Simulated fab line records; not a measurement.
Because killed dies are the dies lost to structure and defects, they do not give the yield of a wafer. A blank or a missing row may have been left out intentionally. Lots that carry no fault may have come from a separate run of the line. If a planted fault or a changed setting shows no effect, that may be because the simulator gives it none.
fab line records + flow rit-cmos
record:
- lots: 6
- wafers: 18
- last-day: 6
route steps=202 shown WELLDRIVE@50 NWELL@51 PWELL@52 NRETRO@53 PRETRO@64 GATE@75 FOX2@80 M1@202
lots untouched by any fault: they come from a run of this same line in which no faults occurred
start-h: hours from the record's first day to the start of the lot's first wafer shown + wait-h: time in hours since the lot's previous step + " the same as in the row above + L1.1+2: one row covering several wafers at once + - no value, or no start was given + * or withheld: withheld + < > ~ a bound
route shown NAME@n: a module of which the file shows steps, and the number in the route of the first + usual: mean and standard deviation over wafers with no fault + same: alike in all rows + chamber/n: place in a boat + sites: each site's reading + _std_site: the values' standard deviation + _edge_site: outer sites' mean less inner sites' + radius-mm: for every site, how far away it sits from the centre of the wafer + mask NAME#n: copy n + behind: the most recent tool/chamber to have shaped the wafer + hold: cause of the lot's hold/its duration in hours/its outcome + device: which transistor (n, p or np) failed to switch + end of line: tests run on the same wafers once the route is complete + step lacking rows: just its recipe + killed: the dies lost at the first sort to structure and to defects; this is not the yield of the wafer + map: the dies of a wafer, with x for killed, . for not killed, _ for no die there
set.NAME: the setting that was run; set.NAME@STEP: the one run at that earlier step + model.NAME: the simulator's own value behind a step, which no gauge read
lots at selected steps of the route; one table per step, one row per wafer
services: the hour from which a tool's chamber was out of use, counted from the record's first day as start-h (under 0 if before that day), plus the number of hours and why
== steps ==
step: RIT_WELLDRIVE_ANNEAL_00
recipe:
- temp-c: 1100
- time-s: 14700
- ambient: N2
step: RIT_WELLDRIVE_RS_MEAS_01
recipe:
- thk-meas-gauge: four-point-probe
usual:
- NWELL_RS: 275.6/1
| lot.wafer | tool          | chamber | start-h | wait-h | NWELL_RS[ohm/sq] |
|-----------|---------------|---------|---------|--------|------------------|
| L781.2    | film-metro-01 | -       | 47.88   | 0.0    | 274.5            |
| L781.3    | "             | -       | "       | "      | 275.6            |
| L781.4    | "             | -       | "       | "      | 275.7            |
| L784.1    | film-metro-04 | -       | 62.12   | 0.0    | 276.8            |
| L784.4    | "             | -       | "       | "      | 275.9            |
| L784.6    | "             | -       | "       | "      | 275.1            |
| L790.1    | film-metro-01 | -       | 89.60   | 0.0    | 274.8            |
| L790.3    | "             | -       | "       | "      | 274.1            |
| L790.6    | "             | -       | "       | "      | 273.2            |
| L791.1    | film-metro-01 | -       | 93.97   | 0.0    | 277.0            |
| L791.5    | "             | -       | "       | "      | 276.6            |
| L791.6    | "             | -       | "       | "      | 277.3            |
| L795.3    | film-metro-02 | -       | 114.21  | 0.0    | 274.4            |
| L795.4    | "             | -       | "       | "      | 275.5            |
| L795.5    | "             | -       | "       | "      | 275.1            |
| L796.2    | film-metro-02 | -       | 120.47  | 0.0    | 274.7            |
| L796.4    | "             | -       | "       | "      | 275.1            |
| L796.5    | "             | -       | "       | "      | 274.9            |
step: RIT_WELLDRIVE_RS_MEAS_02
recipe:
- thk-meas-gauge: four-point-probe
usual:
- PWELL_RS: 429.6/1.4
| lot.wafer | tool          | chamber | start-h | wait-h | PWELL_RS[ohm/sq] |
|-----------|---------------|---------|---------|--------|------------------|
| L781.2    | film-metro-01 | -       | 48.00   | 0.1    | 430.6            |
| L781.3    | "             | -       | "       | "      | 430.4            |
| L781.4    | "             | -       | "       | "      | 430.9            |
| L784.1    | film-metro-04 | -       | 62.24   | 0.1    | 430.5            |
| L784.4    | "             | -       | "       | "      | 430.3            |
| L784.6    | "             | -       | "       | "      | 430.6            |
| L790.1    | film-metro-01 | -       | 89.72   | 0.1    | 430.3            |
| L790.3    | "             | -       | "       | "      | 431.7            |
| L790.6    | "             | -       | "       | "      | 431.0            |
| L791.1    | film-metro-01 | -       | 94.09   | 0.1    | 431.5            |
| L791.5    | "             | -       | "       | "      | 430.8            |
| L791.6    | "             | -       | "       | "      | 430.3            |
| L795.3    | film-metro-02 | -       | 114.33  | 0.1    | 427.8            |
| L795.4    | "             | -       | "       | "      | 427.6            |
| L795.5    | "             | -       | "       | "      | 426.8            |
| L796.2    | film-metro-02 | -       | 120.59  | 0.1    | 427.7            |
| L796.4    | "             | -       | "       | "      | 428.8            |
| L796.5    | "             | -       | "       | "      | 427.2            |
step: RIT_NRETRO_HMDS_00
recipe:
- prime-time-s: 60
- prime-temp-c: 140
step: RIT_NRETRO_COAT_01
recipe:
- resist: NOVOLAK
- spin-rpm: 2000
- resist-thk-nm: 1300
step: RIT_NRETRO_SOFTBAKE_02
recipe:
- resist: NOVOLAK
- temp-c: 90
- time-s: 60
step: RIT_NRETRO_EXPOSE_03
recipe:
- mask-id: M4
- na: 0.57
- target-cd-nm: 43900
- dose-mj: 250
step: RIT_NRETRO_PEB_04
recipe:
- resist: NOVOLAK
- temp-c: withheld
- time-s: withheld
step: RIT_NRETRO_DEVELOP_05
recipe:
- resist: NOVOLAK
- develop-time-s: 68
- dev-temp-c: 23
step: RIT_NRETRO_OVL_MEAS_06
usual:
- NRETRO_OVL: -1.0/1.4
| lot.wafer | tool       | chamber | start-h | wait-h | NRETRO_OVL[nm] |
|-----------|------------|---------|---------|--------|----------------|
| L781.2    | overlay-01 | -       | 49.11   | -      | -0.2           |
| L781.3    | "          | -       | "       | "      | 0.0            |
| L781.4    | "          | -       | "       | "      | -1.0           |
| L784.1    | overlay-02 | -       | 63.24   | -      | -0.6           |
| L784.4    | "          | -       | "       | "      | 0.2            |
| L784.6    | "          | -       | "       | "      | -1.4           |
| L790.1    | overlay-02 | -       | 90.72   | -      | -0.3           |
| L790.3    | "          | -       | "       | "      | -0.4           |
| L790.6    | "          | -       | "       | "      | -3.2           |
| L791.1    | overlay-02 | -       | 95.26   | -      | -0.8           |
| L791.5    | "          | -       | "       | "      | -1.3           |
| L791.6    | "          | -       | "       | "      | 0.6            |
| L795.3    | overlay-01 | -       | 115.31  | -      | -1.3           |
| L795.4    | "          | -       | "       | "      | -0.1           |
| L795.5    | "          | -       | "       | "      | -0.9           |
| L796.2    | overlay-02 | -       | 121.70  | -      | 0.4            |
| L796.4    | "          | -       | "       | "      | -0.7           |
| L796.5    | "          | -       | "       | "      | -0.1           |
step: RIT_NRETRO_HARDBAKE_07
recipe:
- resist: NOVOLAK
- temp-c: 140
- time-s: 120
step: RIT_NRETRO_IMPLANT_08
recipe:
- species: P
- energy-kev: 70
- dose-cm2: 1e+13
- tilt-deg: 7
step: RIT_NRETRO_STRIP_09
recipe:
- chemistry: O2
- time-s: 180
- resist: NOVOLAK
- platen-temp-c: withheld
- power-w: 500
- pressure-mtorr: 4000
- o2-flow-sccm: 4000
usual:
- drypump-motor-current-A: 5.4/0.44
| lot.wafer | tool            | chamber | start-h | wait-h | drypump-motor-current-A | rf-hours-counter-h |
|-----------|-----------------|---------|---------|--------|-------------------------|--------------------|
| L781.2    | plasma-asher-02 | 0       | 49.54   | 0.1    | 5.2                     | 26                 |
| L781.3    | "               | 1       | "       | "      | 5.1                     | -                  |
| L781.4    | "               | 0       | "       | "      | 5.3                     | -                  |
| L784.1    | plasma-asher-01 | 0       | 63.68   | 0.1    | 5.8                     | 39                 |
| L784.4    | "               | 1       | "       | "      | 4.8                     | -                  |
| L784.6    | "               | 0       | "       | "      | 5.8                     | -                  |
| L790.1    | plasma-asher-01 | 0       | 91.15   | 0.1    | 5.8                     | 42                 |
| L790.3    | "               | 1       | "       | "      | 4.8                     | -                  |
| L790.6    | "               | 0       | "       | "      | 5.8                     | -                  |
| L791.1    | plasma-asher-03 | 1       | 95.70   | 0.1    | 6.0                     | 47                 |
| L791.5    | "               | 1       | "       | "      | 6.1                     | -                  |
| L791.6    | "               | 0       | "       | "      | 5.2                     | -                  |
| L795.3    | plasma-asher-02 | 0       | 115.91  | 0.1    | 5.3                     | -                  |
| L795.4    | "               | 1       | "       | "      | 5.1                     | -                  |
| L795.5    | "               | 1       | "       | "      | 5.1                     | -                  |
| L796.2    | plasma-asher-02 | 0       | 122.13  | 0.1    | 5.2                     | 35                 |
| L796.4    | "               | 0       | "       | "      | 5.3                     | -                  |
| L796.5    | "               | 1       | "       | "      | 5.1                     | -                  |
step: RIT_NRETRO_TW_MEAS_10
usual:
- NRETRO_TW: 1051/4.2
| lot.wafer | tool          | chamber | start-h | wait-h | NRETRO_TW |
|-----------|---------------|---------|---------|--------|-----------|
| L781.2    | film-metro-03 | -       | 49.73   | 0.1    | 1054      |
| L781.3    | "             | -       | "       | "      | 1052      |
| L781.4    | "             | -       | "       | "      | 1048      |
| L784.1    | film-metro-02 | -       | 63.85   | 0.1    | 1056      |
| L784.4    | "             | -       | "       | "      | 1063      |
| L784.6    | "             | -       | "       | "      | 1059      |
| L790.1    | film-metro-01 | -       | 91.33   | 0.1    | 1046      |
| L790.3    | "             | -       | "       | "      | 1047      |
| L790.6    | "             | -       | "       | "      | 1048      |
| L791.1    | film-metro-03 | -       | 95.87   | 0.1    | 1052      |
| L791.5    | "             | -       | "       | "      | 1053      |
| L791.6    | "             | -       | "       | "      | 1051      |
| L795.3    | film-metro-02 | -       | 116.05  | 0.1    | 1048      |
| L795.4    | "             | -       | "       | "      | 1047      |
| L795.5    | "             | -       | "       | "      | 1048      |
| L796.2    | film-metro-01 | -       | 122.32  | 0.1    | 1058      |
| L796.4    | "             | -       | "       | "      | 1052      |
| L796.5    | "             | -       | "       | "      | 1053      |
step: RIT_PRETRO_HMDS_00
recipe:
- prime-time-s: 60
- prime-temp-c: 140
step: RIT_PRETRO_COAT_01
recipe:
- resist: NOVOLAK
- spin-rpm: 2000
- resist-thk-nm: 1300
step: RIT_PRETRO_SOFTBAKE_02
recipe:
- resist: NOVOLAK
- temp-c: 90
- time-s: 60
step: RIT_PRETRO_EXPOSE_03
recipe:
- mask-id: M5
- na: 0.57
- target-cd-nm: 43700
- dose-mj: 250
step: RIT_PRETRO_PEB_04
recipe:
- resist: NOVOLAK
- temp-c: withheld
- time-s: withheld
step: RIT_PRETRO_DEVELOP_05
recipe:
- resist: NOVOLAK
- develop-time-s: 68
- dev-temp-c: 23
step: RIT_PRETRO_OVL_MEAS_06
usual:
- PRETRO_OVL: 0.0/1.6
| lot.wafer | tool       | chamber | start-h | wait-h | PRETRO_OVL[nm] |
|-----------|------------|---------|---------|--------|----------------|
| L781.2    | overlay-01 | -       | 50.66   | -      | 0.9            |
| L781.3    | "          | -       | "       | "      | 0.0            |
| L781.4    | "          | -       | "       | "      | 0.2            |
| L784.1    | overlay-01 | -       | 64.79   | -      | 0.3            |
| L784.4    | "          | -       | "       | "      | 2.7            |
| L784.6    | "          | -       | "       | "      | 0.5            |
| L790.1    | overlay-01 | -       | 92.39   | -      | -2.3           |
| L790.3    | "          | -       | "       | "      | -1.9           |
| L790.6    | "          | -       | "       | "      | -1.7           |
| L791.1    | overlay-02 | -       | 96.81   | -      | 0.7            |
| L791.5    | "          | -       | "       | "      | 1.4            |
| L791.6    | "          | -       | "       | "      | -0.6           |
| L795.3    | overlay-01 | -       | 117.11  | -      | -0.4           |
| L795.4    | "          | -       | "       | "      | 0.5            |
| L795.5    | "          | -       | "       | "      | -1.1           |
| L796.2    | overlay-02 | -       | 123.31  | -      | -0.2           |
| L796.4    | "          | -       | "       | "      | -0.9           |
| L796.5    | "          | -       | "       | "      | -1.1           |
step: RIT_PRETRO_HARDBAKE_07
recipe:
- resist: NOVOLAK
- temp-c: 140
- time-s: 120
step: RIT_PRETRO_IMPLANT_08
recipe:
- species: B
- energy-kev: 45
- dose-cm2: 1.2e+13
- tilt-deg: 7
step: RIT_PRETRO_STRIP_09
recipe:
- chemistry: O2
- time-s: 180
- resist: NOVOLAK
- platen-temp-c: withheld
- power-w: 500
- pressure-mtorr: 4000
- o2-flow-sccm: 4000
usual:
- drypump-motor-current-A: 5.5/0.49
| lot.wafer | tool            | chamber | start-h | wait-h | drypump-motor-current-A | rf-hours-counter-h |
|-----------|-----------------|---------|---------|--------|-------------------------|--------------------|
| L781.2    | plasma-asher-03 | 1       | 51.09   | 0.1    | 6.1                     | 42                 |
| L781.3    | "               | 1       | "       | "      | 6.1                     | -                  |
| L781.4    | "               | 0       | "       | "      | 5.3                     | -                  |
| L784.1    | plasma-asher-01 | 1       | 65.23   | 0.1    | 4.8                     | 39                 |
| L784.4    | "               | 0       | "       | "      | 5.8                     | -                  |
| L784.6    | "               | 1       | "       | "      | 4.8                     | -                  |
| L790.1    | plasma-asher-04 | 1       | 92.83   | 0.1    | 6.1                     | 44                 |
| L790.3    | "               | 0       | "       | "      | 5.3                     | -                  |
| L790.6    | "               | 0       | "       | "      | 5.3                     | -                  |
| L791.1    | plasma-asher-03 | 0       | 97.36   | 0.1    | 5.2                     | 47                 |
| L791.5    | "               | 1       | "       | "      | 6.0                     | -                  |
| L791.6    | "               | 0       | "       | "      | 5.3                     | -                  |
| L795.3    | plasma-asher-01 | 1       | 117.59  | 0.1    | 4.8                     | -                  |
| L795.4    | "               | 0       | "       | "      | 5.8                     | -                  |
| L795.5    | "               | 0       | "       | "      | 5.8                     | -                  |
| L796.2    | plasma-asher-03 | 0       | 123.74  | 0.1    | 5.2                     | 1                  |
| L796.4    | "               | 0       | "       | "      | 5.3                     | -                  |
| L796.5    | "               | 1       | "       | "      | 6.0                     | -                  |
step: RIT_PRETRO_TW_MEAS_10
usual:
- PRETRO_TW: 474.7/2.5
| lot.wafer | tool          | chamber | start-h | wait-h | PRETRO_TW |
|-----------|---------------|---------|---------|--------|-----------|
| L781.2    | film-metro-04 | -       | 51.28   | 0.1    | 469.8     |
| L781.3    | "             | -       | "       | "      | 470.2     |
| L781.4    | "             | -       | "       | "      | 470.1     |
| L784.1    | film-metro-01 | -       | 65.40   | 0.1    | 478.6     |
| L784.4    | "             | -       | "       | "      | 476.5     |
| L784.6    | "             | -       | "       | "      | 472.9     |
| L790.1    | film-metro-03 | -       | 93.00   | 0.1    | 476.5     |
| L790.3    | "             | -       | "       | "      | 476.3     |
| L790.6    | "             | -       | "       | "      | 475.0     |
| L791.1    | film-metro-03 | -       | 97.54   | 0.1    | 473.6     |
| L791.5    | "             | -       | "       | "      | 473.4     |
| L791.6    | "             | -       | "       | "      | 476.6     |
| L795.3    | film-metro-01 | -       | 117.73  | 0.1    | 474.8     |
| L795.4    | "             | -       | "       | "      | 476.4     |
| L795.5    | "             | -       | "       | "      | 475.0     |
| L796.2    | film-metro-01 | -       | 123.92  | 0.1    | 475.9     |
| L796.4    | "             | -       | "       | "      | 480.3     |
| L796.5    | "             | -       | "       | "      | 474.4     |
step: RIT_GATE_WET_ETCH_00
recipe:
- chemistry: BOE
- target: SiO2
- target-depth-nm: 56
- time-s: 60
- dry: n2-spin
- dilution: 10:1
- temp-c: 21.5
step: RIT_GATE_CLEAN_01
recipe:
- chemistry: SC1
- mix: 3:3:50
- time-s: 600
- temp-c: 75
step: RIT_GATE_CLEAN_02
recipe:
- chemistry: dHF
- dilution: 50:1
- time-s: 30
step: RIT_GATE_CLEAN_03
recipe:
- chemistry: SC2
- mix: 3:3:50
- time-s: 600
- temp-c: 75
- dry: n2-spin
step: RIT_GATE_CLEAN_04
recipe:
- chemistry: dHF
- dilution: 50:1
- time-s: 60
- dry: n2-spin
step: RIT_FOX2_THK_MEAS_91
recipe:
- reads: SiO2_of_FOX2_OXIDATION_00
usual:
- FIELD_OXIDE_LEFT_2_THK: 256/6.3
| lot.wafer | tool          | chamber | start-h | wait-h | FIELD_OXIDE_LEFT_2_THK[nm] |
|-----------|---------------|---------|---------|--------|----------------------------|
| L781.2    | film-metro-03 | -       | 51.79   | 0.0    | 249                        |
| L781.3    | "             | -       | "       | "      | 257                        |
| L781.4    | "             | -       | "       | "      | 252                        |
| L784.1    | film-metro-03 | -       | 65.88   | 0.0    | 251                        |
| L784.4    | "             | -       | "       | "      | 259                        |
| L784.6    | "             | -       | "       | "      | 251                        |
| L790.1    | film-metro-04 | -       | 93.48   | 0.0    | 248                        |
| L790.3    | "             | -       | "       | "      | 246                        |
| L790.6    | "             | -       | "       | "      | 246                        |
| L791.1    | film-metro-04 | -       | 98.01   | 0.0    | 253                        |
| L791.5    | "             | -       | "       | "      | 256                        |
| L791.6    | "             | -       | "       | "      | 254                        |
| L795.3    | film-metro-02 | -       | 118.44  | 0.0    | 252                        |
| L795.4    | "             | -       | "       | "      | 252                        |
| L795.5    | "             | -       | "       | "      | 256                        |
| L796.2    | film-metro-03 | -       | 124.44  | 0.0    | 263                        |
| L796.4    | "             | -       | "       | "      | 268                        |
| L796.5    | "             | -       | "       | "      | 267                        |
step: RIT_GATE_OXIDATION_05
recipe:
- temp-c: 900
- ambient: O2
- target-thk-a: 30
- ox-time-s: 270
step: RIT_GATE_ANNEAL_06
recipe:
- temp-c: 900
- time-s: 600
- ambient: N2O
step: RIT_GATE_THK_MEAS_07
recipe:
- reads: SiO2_of_GATE_OXIDATION_05
usual:
- GATE_OXIDE_THK: 3.05/0.073
| lot.wafer | tool          | chamber | start-h | wait-h | GATE_OXIDE_THK[nm] |
|-----------|---------------|---------|---------|--------|--------------------|
| L781.2    | film-metro-02 | -       | 54.24   | 0.0    | 3.05               |
| L781.3    | "             | -       | "       | "      | 3.02               |
| L781.4    | "             | -       | "       | "      | 2.98               |
| L784.1    | film-metro-02 | -       | 69.27   | 0.0    | 3.07               |
| L784.4    | "             | -       | "       | "      | 3.03               |
| L784.6    | "             | -       | "       | "      | 3.05               |
| L790.1    | film-metro-04 | -       | 94.87   | 0.0    | 3.14               |
| L790.3    | "             | -       | "       | "      | 3.04               |
| L790.6    | "             | -       | "       | "      | 3.10               |
| L791.1    | film-metro-02 | -       | 100.19  | 0.0    | 3.08               |
| L791.5    | "             | -       | "       | "      | 3.08               |
| L791.6    | "             | -       | "       | "      | 3.06               |
| L795.3    | film-metro-03 | -       | 121.19  | 0.0    | 3.06               |
| L795.4    | "             | -       | "       | "      | 3.06               |
| L795.5    | "             | -       | "       | "      | 3.00               |
| L796.2    | film-metro-04 | -       | 126.51  | 0.0    | 3.18               |
| L796.4    | "             | -       | "       | "      | 3.11               |
| L796.5    | "             | -       | "       | "      | 3.15               |
step: RIT_GATE_CVD_08
recipe:
- material: poly-Si
- target-thk-nm: 250
- temp-c: 610
- precursor: SiH4
- time-s: 2220
- pressure-mtorr: 300
- sih4-flow-sccm: 100
step: RIT_GATE_THK_MEAS_09
recipe:
- reads: poly-Si_of_GATE_CVD_08
usual:
- GATE_POLY_THK: 250.1/2.3
| lot.wafer | tool          | chamber | start-h | wait-h | GATE_POLY_THK[nm] |
|-----------|---------------|---------|---------|--------|-------------------|
| L781.2    | film-metro-02 | -       | 55.92   | 0.0    | 254.5             |
| L781.3    | "             | -       | "       | "      | 255.8             |
| L781.4    | "             | -       | "       | "      | 254.6             |
| L784.1    | film-metro-04 | -       | 70.94   | 0.0    | 248.4             |
| L784.4    | "             | -       | "       | "      | 249.1             |
| L784.6    | "             | -       | "       | "      | 251.7             |
| L790.1    | film-metro-03 | -       | 96.54   | 0.0    | 251.8             |
| L790.3    | "             | -       | "       | "      | 251.5             |
| L790.6    | "             | -       | "       | "      | 249.0             |
| L791.1    | film-metro-04 | -       | 101.87  | 0.0    | 249.3             |
| L791.5    | "             | -       | "       | "      | 251.0             |
| L791.6    | "             | -       | "       | "      | 248.0             |
| L795.3    | film-metro-04 | -       | 122.86  | 0.0    | 247.6             |
| L795.4    | "             | -       | "       | "      | 246.8             |
| L795.5    | "             | -       | "       | "      | 248.0             |
| L796.2    | film-metro-04 | -       | 128.19  | 0.0    | 249.6             |
| L796.4    | "             | -       | "       | "      | 247.9             |
| L796.5    | "             | -       | "       | "      | 249.1             |
step: RIT_GATE_HMDS_10
recipe:
- prime-time-s: 60
- prime-temp-c: 140
step: RIT_GATE_COAT_11
recipe:
- resist: NOVOLAK
- spin-rpm: 4250
- resist-thk-nm: 850
step: RIT_GATE_SOFTBAKE_12
recipe:
- resist: NOVOLAK
- temp-c: 90
- time-s: 60
step: RIT_GATE_EXPOSE_13
recipe:
- mask-id: M6
- na: 0.6
- source-shape: conventional
- sigma-outer: 0.6
- target-cd-nm: 150
- dose-mj: 380
step: RIT_GATE_PEB_14
recipe:
- resist: NOVOLAK
- temp-c: withheld
- time-s: withheld
step: RIT_GATE_DEVELOP_15
recipe:
- resist: NOVOLAK
- develop-time-s: 50
- dev-temp-c: 23
step: RIT_M1_PROBE_99
usual:
- killed-at-front-end: 7/3.3
- killed-dies: 7/3.3
- killed-on-rim: 2.2/1.4
- killed-open: 3.8/2.3
- killed-short: 3.5/2.1
same:
- gross-dies: 264
- killed_at_M0_to_M3: 0
- killed_at_M4_up: 0
- killed-at-back-side: 0
- killed-at-contacts: 0
- killed-at-other: 0
| lot.wafer | tool      | chamber | start-h | wait-h | killed-at-front-end | killed-dies | killed-on-rim | killed-open | killed-short |
|-----------|-----------|---------|---------|--------|---------------------|-------------|---------------|-------------|--------------|
| L781.2    | prober-01 | -       | 79.16   | 0.1    | 4                   | 4           | 0             | 1           | 3            |
| L781.3    | prober-01 | -       | 79.21   | 0.2    | 12                  | 12          | 7             | 5           | 7            |
| L781.4    | prober-01 | -       | 79.26   | 0.2    | 4                   | 4           | 2             | 2           | 2            |
| L784.1    | prober-01 | -       | 92.39   | 0.1    | 5                   | 5           | 1             | 1           | 4            |
| L784.4    | prober-01 | -       | 92.54   | 0.2    | 3                   | 3           | 2             | 2           | 1            |
| L784.6    | prober-01 | -       | 92.64   | 0.2    | 3                   | 3           | 0             | 2           | 1            |
| L790.1    | prober-01 | -       | 119.02  | 0.1    | 5                   | 5           | 2             | 5           | 0            |
| L790.3    | prober-01 | -       | 119.12  | 0.2    | 11                  | 11          | 5             | 4           | 7            |
| L790.6    | prober-01 | -       | 119.27  | 0.2    | 14                  | 14          | 3             | 9           | 5            |
| L791.1    | prober-01 | -       | 125.24  | 0.1    | 8                   | 8           | 1             | 6           | 2            |
| L791.5    | prober-01 | -       | 125.44  | 0.2    | 15                  | 15          | 3             | 5           | 10           |
| L791.6    | prober-01 | -       | 125.49  | 0.2    | 11                  | 11          | 2             | 3           | 8            |
| L795.3    | prober-02 | -       | 144.06  | 0.2    | 6                   | 6           | 4             | 1           | 5            |
| L795.4    | prober-02 | -       | 144.11  | 0.2    | 33                  | 33          | 12            | 6           | 3            |
| L795.5    | prober-02 | -       | 144.16  | 0.2    | 30                  | 30          | 11            | 2           | 3            |
| L796.2    | prober-01 | -       | 151.67  | 0.1    | 6                   | 6           | 3             | 6           | 0            |
| L796.4    | prober-01 | -       | 151.77  | 0.2    | 10                  | 10          | 2             | 6           | 4            |
| L796.5    | prober-01 | -       | 151.82  | 0.2    | 31                  | 31          | 14            | 6           | 4            |
killed by level:class
L781.2 GATE:geometric-particle:short=2 GATE:geometric-particle:open=1 SPACER:geometric-particle:short=1
L781.3 GATE:geometric-particle:short=6 GATE:geometric-particle:open=3 FOX1:geometric-particle:open=1 FOX2:geometric-particle:open=1 REOX:geometric-particle:short=1
L781.4 FOX2:geometric-particle:short=1 REOX:geometric-particle:open=1 SPACER:geometric-particle:open=1 SILICIDE:geometric-particle:short=1
L784.1 GATE:geometric-particle:short=2 GATE:geometric-particle:open=1 REOX:geometric-particle:short=1 SILICIDE:geometric-particle:short=1
L784.4 FOX1:geometric-particle:open=1 FOX2:geometric-particle:short=1 REOX:geometric-particle:open=1
L784.6 FOX2:geometric-particle:open=2 FOX2:geometric-particle:short=1
L790.1 GATE:geometric-particle:open=2 SPACER:geometric-particle:open=2 FOX2:geometric-particle:open=1
L790.3 FOX2:geometric-particle:short=4 GATE:geometric-particle:open=3 REOX:geometric-particle:short=2 FOX2:geometric-particle:open=1 SILICIDE:geometric-particle:short=1
L790.6 FOX1:geometric-particle:open=3 FOX2:geometric-particle:open=2 GATE:geometric-particle:short=2 GATE:geometric-particle:open=2 REOX:geometric-particle:short=2 SPACER:geometric-particle:open=2 FOX2:geometric-particle:short=1
L791.1 GATE:geometric-particle:open=3 FOX1:geometric-particle:open=1 FOX1:geometric-particle:short=1 REOX:geometric-particle:open=1 SPACER:geometric-particle:open=1 SPACER:geometric-particle:short=1
L791.5 REOX:geometric-particle:short=5 GATE:geometric-particle:open=3 FOX1:geometric-particle:short=2 GATE:geometric-particle:short=2 REOX:geometric-particle:open=1 SPACER:geometric-particle:short=1 SILICIDE:geometric-particle:open=1
L791.6 GATE:geometric-particle:short=4 REOX:geometric-particle:short=2 FOX1:geometric-particle:open=1 GATE:geometric-particle:open=1 SPACER:geometric-particle:short=1 SILICIDE:geometric-particle:open=1 SILICIDE:geometric-particle:short=1
L795.3 GATE:geometric-particle:short=3 FOX2:geometric-particle:short=1 REOX:geometric-particle:open=1 REOX:geometric-particle:short=1
L795.4 NRETRO:unspecified=24 GATE:geometric-particle:open=2 SPACER:geometric-particle:open=2 FOX2:geometric-particle:open=1 FOX2:geometric-particle:short=1 REOX:geometric-particle:short=1 SPACER:geometric-particle:short=1 SILICIDE:geometric-particle:open=1
L795.5 NRETRO:unspecified=25 GATE:geometric-particle:open=2 FOX2:geometric-particle:short=1 GATE:geometric-particle:short=1 REOX:geometric-particle:short=1
L796.2 FOX1:geometric-particle:open=2 FOX2:geometric-particle:open=2 GATE:geometric-particle:open=1 SILICIDE:geometric-particle:open=1
L796.4 FOX1:geometric-particle:short=3 GATE:geometric-particle:open=2 SPACER:geometric-particle:open=2 SILICIDE:geometric-particle:open=2 SILICIDE:geometric-particle:short=1
L796.5 NRETRO:unspecified=21 GATE:geometric-particle:short=2 REOX:geometric-particle:open=2 SPACER:geometric-particle:open=2 FOX1:geometric-particle:open=1 FOX1:geometric-particle:short=1 GATE:geometric-particle:open=1 REOX:geometric-particle:short=1
map L795.4 (x killed, . not)
________.x....._______
_____xx...........____
____xxxx...........___
___xxxx.x...........__
__xxxxxx..........x.._
__xxxxx.............._
_.xx..................
_.......xx...x........
_.................x...
_.....................
__..x................_
__..................._
___.................__
____........x......___
_____...........x.____
________......._______
map L796.5 (x killed, . not)
________......._______
_____xx..x.......x____
____xxxx...........___
___xxxx.............__
__xxxxxx............._
__xxxxx.............._
_...............x.....
_.......x.............
_...................x.
_.....................
__..................._
__.x....x............_
___.................__
____.............xx___
_____.............____
________.x....._______
== services ==
| tool            | chamber | start-h | hours | kind       |
|-----------------|---------|---------|-------|------------|
| plasma-asher-03 | -       | 86.96   | 2.8   | repair     |
| plasma-asher-03 | -       | 108.75  | 9.0   | pm         |
| plasma-asher-03 | 0       | 108.75  | 9.0   | vent-cycle |
| plasma-asher-03 | 1       | 108.75  | 9.0   | vent-cycle |
| plasma-asher-03 | 0       | 117.75  | -     | clean      |
| plasma-asher-03 | 1       | 117.75  | -     | clean      |
== key ==
first-sign:
- step: RIT_M1_PROBE_99
- reading: killed-at-front-end
- direction: up
- sigmas: 7.3
- usual: 7
- struck: 31
effect:
- step: RIT_M1_PROBE_99
- reading: killed-dies
- direction: up
- sigmas: 7.3
- usual: 7
- struck: 31
met-at RIT_NRETRO_STRIP_09
struck-wafers L795.4,L795.5,L796.5
tester-left-out L795,L796
onset-between 49.54 115.91
fault:
- kind: chamber-particle-source
- tool: plasma-asher-02
- chamber: 1
- onset-h: 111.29
- steps: RIT_NRETRO_STRIP_09
- rate-per-visit-cm2: 1.35
- end-h: 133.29
tester-left-out: of these lots the tester's yield and bins aren't shown, on N5 and GAA mostly nor the transistor test; their killed dies are dies lost to structure and defects alone, not to doping, threshold or leakage, so they don't give the yield
